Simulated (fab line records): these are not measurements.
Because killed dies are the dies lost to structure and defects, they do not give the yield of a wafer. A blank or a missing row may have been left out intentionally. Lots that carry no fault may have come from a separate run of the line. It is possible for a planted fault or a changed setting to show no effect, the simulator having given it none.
Which tool is to blame? -- flow berkeley_cmos170 -- 14 lots with 38 wafers sampled at 6 steps, on a route of 331 steps

== WHAT EACH GAUGE READ, for each wafer ==
UCB170_M1_CD_MEAS_90 targets a cd of 700 nm. Usual: cd_nm at 701 nm, with a standard deviation of 3.5.
lot,measured,on,cd_nm (nm),flag
L123,day 8 17:26,cd_sem-01,698 696 698,
L122,day 8 16:59,cd_sem-01,699 698 698,
L127,day 8 21:26,cd_sem-02,705 699 704,
L126,day 8 23:06,cd_sem-02,697 703 697,
L129,day 9 13:41,cd_sem-01,699 696 697,
L128,day 9 14:59,cd_sem-01,699 699 700,
L130,day 9 23:10,cd_sem-01,700 697 699,
L131,day 9 23:31,cd_sem-01,694 698 697,
L133,day 10 15:05,cd_sem-01,702 705 704,
L136,day 10 20:39,cd_sem-01,688,OFF
L137,day 11 12:26,cd_sem-01,687,OFF
L139,day 11 13:25,cd_sem-01,704 707 705,
L140,day 12 14:50,cd_sem-01,701 706 699,
L142,day 12 16:25,cd_sem-01,706 706 702,

UCB170_V1_CD_MEAS_12 targets a cd of 700 nm. Usual: cd_nm at 700.0 nm, with a standard deviation of 1.2.
lot,measured,on,cd_nm (nm),flag
L123,day 8 21:35,cd_sem-02,700.3 700.8 700.7,
L122,day 8 20:16,cd_sem-01,701.2 700.3 701.9,
L127,day 9 03:22,cd_sem-01,703.5 701.3 702.7,
L126,day 9 04:22,cd_sem-02,699.1 699.7 701.1,
L129,day 9 17:19,cd_sem-02,699.2 700.5 699.7,
L128,day 9 18:26,cd_sem-02,702.1 701.1 702.3,
L130,day 10 02:39,cd_sem-01,700.0 698.3 698.8,
L131,day 10 03:49,cd_sem-02,697.4 698.7 698.4,
L133,day 10 19:37,cd_sem-01,698.5 701.2 700.6,
L136,day 11 00:20,cd_sem-01,700.3,
L137,day 11 17:40,cd_sem-01,698.2,
L139,day 11 17:57,cd_sem-01,701.3 700.1 700.6,
L140,day 12 18:46,cd_sem-01,699.2 700.0 699.3,
L142,day 12 21:08,cd_sem-01,701.5 701.0 700.7,

== WHAT TOOL EACH LOT RAN ON (gives the tool, then ch and the chambers of the sampled wafers, and finally the start) ==
lot,UCB170_BACKSIDE_STRIP_03,UCB170_SILICIDE_SPUTTER_01,UCB170_M1_METAL_ETCH_12,UCB170_M1_STRIP_13
L123,"plasma_asher-04 ch 0,1, day 8 03:58","pvd_sputter-04, day 8 04:56","rie_metal-01 ch 0,1, day 8 17:12","plasma_asher-03 ch 0,1, day 8 17:19"
L122,"plasma_asher-03 ch 0,1, day 8 04:17","pvd_sputter-02, day 8 05:14","rie_metal-04 ch 0,1, day 8 16:45","plasma_asher-03 ch 0,1, day 8 16:53"
L127,"plasma_asher-03 ch 0,1, day 8 13:47","pvd_sputter-02, day 8 14:44","rie_metal-04 ch 0,1, day 8 21:11","plasma_asher-03 ch 0,1, day 8 21:20"
L126,"plasma_asher-03 ch 0,1, day 8 14:14","pvd_sputter-04, day 8 15:24","rie_metal-02 ch 0,1, day 8 22:52","plasma_asher-03 ch 0,1, day 8 23:00"
L129,"plasma_asher-01 ch 0,1, day 9 05:54","pvd_sputter-03, day 9 06:53","rie_metal-04 ch 0,1, day 9 13:26","plasma_asher-02 ch 0,1, day 9 13:34"
L128,"plasma_asher-01 ch 0,1, day 9 07:07","pvd_sputter-02, day 9 08:05","rie_metal-01 ch 0, day 9 14:38","plasma_asher-01 ch 0,1, day 9 14:52"
L130,"plasma_asher-03 ch 0,1, day 9 14:28","pvd_sputter-03, day 9 15:24","rie_metal-01 ch 0, day 9 22:48","plasma_asher-02 ch 0,1, day 9 23:04"
L131,"plasma_asher-04 ch 0,1, day 9 14:36","pvd_sputter-02, day 9 15:33","rie_metal-04 ch 0,1, day 9 23:17","plasma_asher-02 ch 0,1, day 9 23:25"
L133,"plasma_asher-01 ch 0,1, day 10 00:26","pvd_sputter-03, day 10 01:41","rie_metal-02 ch 0,1, day 10 14:49","plasma_asher-02 ch 0,1, day 10 14:56"
L136,"plasma_asher-03 ch 0, day 10 10:25","pvd_sputter-04, day 10 11:19","rie_metal-04 ch 1, day 10 20:25","plasma_asher-01 ch 0, day 10 20:32"
L137,"plasma_asher-04 ch 0, day 11 02:55","pvd_sputter-03, day 11 03:49","rie_metal-04 ch 1, day 11 12:09","plasma_asher-01 ch 0, day 11 12:16"
L139,"plasma_asher-01 ch 0,1, day 11 03:20","pvd_sputter-02, day 11 04:16","rie_metal-02 ch 0,1, day 11 13:11","plasma_asher-02 ch 0,1, day 11 13:19"
L140,"plasma_asher-01 ch 0,1, day 12 05:10","pvd_sputter-03, day 12 06:05","rie_metal-02 ch 0,1, day 12 14:35","plasma_asher-02 ch 0,1, day 12 14:42"
L142,"plasma_asher-01 ch 0,1, day 12 05:55","pvd_sputter-03, day 12 06:50","rie_metal-01 ch 0,1, day 12 16:11","plasma_asher-02 ch 0,1, day 12 16:18"
- UCB170_BACKSIDE_STRIP_03: strips in O2.
- UCB170_SILICIDE_SPUTTER_01: material Ti, target thk 30 nm, time 25 s.
- UCB170_M1_METAL_ETCH_12: etches Al in Cl2/BCl3, stops on PSG, target depth 780 nm, time 130 s.
- UCB170_M1_STRIP_13: strips in O2.

== WHAT THE TOOLS THEMSELVES READ (means of the sampled wafers that have a number; where no wafer has one, the mark that the record gives instead) ==
UCB170_BACKSIDE_STRIP_03. Usual: drypump_motor_current_A 5.6 A, standard deviation 0.35; oes_product_au 0.734 a.u., standard deviation 0.005; strip_time_to_endpoint_s 22.00 s, standard deviation 0.058.
lot,tool,drypump_motor_current_A (A),oes_product_au (a.u.),strip_time_to_endpoint_s (s),flag
L123,plasma_asher-04,6.1,0.731,22.08,
L122,plasma_asher-03,5.7,0.737,22.01,
L127,plasma_asher-03,5.7,0.736,21.97,
L126,plasma_asher-03,5.7,0.742,21.98,
L129,plasma_asher-01,5.2,0.735,22.03,
L128,plasma_asher-01,5.2,0.733,21.93,
L130,plasma_asher-03,5.7,0.731,22.00,
L131,plasma_asher-04,6.0,0.735,21.99,
L133,plasma_asher-01,5.1,0.735,22.02,
L136,plasma_asher-03,5.7,0.729,21.93,
L137,plasma_asher-04,6.2,0.726,21.89,
L139,plasma_asher-01,5.1,0.736,21.97,
L140,plasma_asher-01,5.2,0.732,22.06,
L142,plasma_asher-01,5.1,0.734,22.06,

UCB170_SILICIDE_SPUTTER_01. Usual: throttle_valve_pct at 29.8 %, with a standard deviation of 1.1.
lot,tool,throttle_valve_pct (%),flag
L123,pvd_sputter-04,29.5,
L122,pvd_sputter-02,30.4,
L127,pvd_sputter-02,28.9,
L126,pvd_sputter-04,29.6,
L129,pvd_sputter-03,29.8,
L128,pvd_sputter-02,29.6,
L130,pvd_sputter-03,30.0,
L131,pvd_sputter-02,29.6,
L133,pvd_sputter-03,29.2,
L136,pvd_sputter-04,29.9,
L137,pvd_sputter-03,31.1,
L139,pvd_sputter-02,29.7,
L140,pvd_sputter-03,29.5,
L142,pvd_sputter-03,29.7,

UCB170_M1_METAL_ETCH_12. Usual: drypump_motor_current_A 5.88 A, standard deviation 0.29; mfc_cl2_sccm 90.03 sccm, standard deviation 0.29; oes_product_au 0.853 a.u., standard deviation 0.016; rf_fwd_power_W 597.6 W, standard deviation 2.4; throttle_valve_pct 24.28 %, standard deviation 0.14.
lot,tool,drypump_motor_current_A (A),mfc_cl2_sccm (sccm),oes_product_au (a.u.),rf_fwd_power_W (W),throttle_valve_pct (%),flag
L123,rie_metal-01,6.01,90.02,0.842,596.7,24.22,
L122,rie_metal-04,5.63,89.71,0.849,597.7,24.34,
L127,rie_metal-04,5.56,90.01,0.858,595.9,24.22,
L126,rie_metal-02,5.84,90.10,0.851,596.1,24.36,
L129,rie_metal-04,5.61,89.97,0.849,599.2,24.33,
L128,rie_metal-01,6.40,90.30,0.849,601.1,24.21,
L130,rie_metal-01,6.37,90.07,0.842,600.9,24.22,
L131,rie_metal-04,5.61,89.99,0.843,596.5,24.34,
L133,rie_metal-02,5.88,90.32,0.846,598.5,24.39,
L136,rie_metal-04,5.70,90.25,0.722,597.7,24.52,OFF
L137,rie_metal-04,5.71,89.85,0.733,591.4,24.49,OFF
L139,rie_metal-02,5.88,90.21,0.852,597.0,24.36,
L140,rie_metal-02,5.85,90.23,0.857,597.2,24.36,
L142,rie_metal-01,6.03,90.28,0.846,597.6,24.13,

UCB170_M1_STRIP_13. Usual: drypump_motor_current_A 5.8 A, standard deviation 0.48; oes_product_au 0.719 a.u., standard deviation 0.0045.
lot,tool,drypump_motor_current_A (A),oes_product_au (a.u.),flag
L123,plasma_asher-03,5.7,0.718,
L122,plasma_asher-03,5.7,0.714,
L127,plasma_asher-03,5.7,0.714,
L126,plasma_asher-03,5.7,0.717,
L129,plasma_asher-02,6.3,0.723,
L128,plasma_asher-01,5.2,0.723,
L130,plasma_asher-02,6.2,0.720,
L131,plasma_asher-02,6.3,0.722,
L133,plasma_asher-02,6.4,0.721,
L136,plasma_asher-01,5.3,0.573,OFF
L137,plasma_asher-01,5.2,0.587,OFF
L139,plasma_asher-02,6.4,0.722,
L140,plasma_asher-02,6.4,0.718,
L142,plasma_asher-02,6.3,0.721,

== THE ANSWER, worked out from the rows above alone ==
Rule: lot off if the mean of its wafers having a number is beyond 3 standard deviations from the usual mean. A lot without any number at a reading at which 4 lots or more have one is off too. Any other lot the step has rows for is counted as sound. First the gauges in route order, then the tools' own readings, where a lot's mean is used as printed above. The first step at which some lot is off is used, and at that step the reading that is off furthest; a lot without a number counts as furthest.
Off at UCB170_M1_CD_MEAS_90 (cd_nm): L136, L137.
A tool fits if, at a process step before that reading, it ran every lot that is off, and no sound lot after the first of them. The gauges at UCB170_M1_CD_MEAS_90 aren't tried: what is off there is off at UCB170_M1_METAL_ETCH_12 too, on other tools, and a gauge's error can't cause that. 2 tools fit, rie_metal-04 at UCB170_M1_METAL_ETCH_12 and plasma_asher-01 at UCB170_M1_STRIP_13, so this cannot tell which one it is.

== WHAT HAD BEEN PUT IN BY THE SIMULATOR ==
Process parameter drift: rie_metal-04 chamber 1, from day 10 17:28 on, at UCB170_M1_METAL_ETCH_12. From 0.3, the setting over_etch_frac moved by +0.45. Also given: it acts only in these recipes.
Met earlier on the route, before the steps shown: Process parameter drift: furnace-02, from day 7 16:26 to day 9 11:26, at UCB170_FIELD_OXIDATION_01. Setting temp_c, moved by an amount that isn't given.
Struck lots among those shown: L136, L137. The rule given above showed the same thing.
